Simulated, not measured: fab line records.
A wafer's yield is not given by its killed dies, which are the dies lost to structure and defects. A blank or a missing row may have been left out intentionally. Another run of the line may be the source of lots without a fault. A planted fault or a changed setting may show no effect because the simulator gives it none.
Which tool did it? ; flow berkeley cmos170 ; 7 lots, 21 wafers sampled, at 3 steps of a route of 331

== WHAT THE GAUGES READ, wafer by wafer ==
UCB170_PWELL_TW_MEAS_17.
lot;measured;on;PWELL_TW
L890;day 3 18:42;film metro-02;375.7 376.4 373.3
L893;day 4 05:49;film metro-03;379.3 382.3 382.5
L900;day 5 12:12;film metro-04;378.3 377.7 377.6
L902;day 6 09:38;film metro-02;375.3 375.1 376.8
L904;day 6 11:40;film metro-02;375.2 374.8 376.4
L905;day 6 11:53;film metro-02;374.2 375.9 376.0
L911;day 7 10:00;film metro-03;379.3 380.9 381.8

== WHAT TOOL EACH LOT RAN ON (gives the tool, then ch and the chambers of the sampled wafers, and finally the start) ==
lot;UCB170_ZERO_COAT_01;UCB170_ZERO_STRIP_07
L890;litho track-03 ch 0, day 2 01:34;plasma asher-02 ch 0,1, day 2 03:04
L893;litho track-01 ch 0, day 2 17:19;plasma asher-04 ch 0, day 2 18:10
L900;litho track-03 ch 0, day 4 01:39;plasma asher-02 ch 0,1, day 4 02:21
L902;litho track-04 ch 0, day 4 12:23;plasma asher-01 ch 0,1, day 4 13:13
L904;litho track-01 ch 0, day 5 02:08;plasma asher-02 ch 0,1, day 5 03:10
L905;litho track-03 ch 0, day 5 08:10;plasma asher-02 ch 0,1, day 5 09:53
L911;litho track-01 ch 0, day 6 06:46;plasma asher-01 ch 0,1, day 6 08:09
- UCB170_ZERO_COAT_01: resist thk 900 nm.
- UCB170_ZERO_STRIP_07: strips in O2.

== THE ANSWER, worked out from the rows above alone ==
Rule: usual is defined by the lots themselves. The widest of any qualifying gaps counts: lots, ordered by their means at a reading, are off when they make up no more than a third of the lots, leave a main group of 4 or more, and stand apart from it by 3 or more times the standard deviation of that group's means. A main group is skipped when, at the precision printed for the reading in the tables above, its means are all equal. A lot without any number at a reading at which 4 lots or more have one is off too. The other lots that the step has rows for count as sound.
No lot is off on any of the readings shown, so nothing can be concluded from this.

== WHAT WAS PUT IN BY THE SIMULATOR ==
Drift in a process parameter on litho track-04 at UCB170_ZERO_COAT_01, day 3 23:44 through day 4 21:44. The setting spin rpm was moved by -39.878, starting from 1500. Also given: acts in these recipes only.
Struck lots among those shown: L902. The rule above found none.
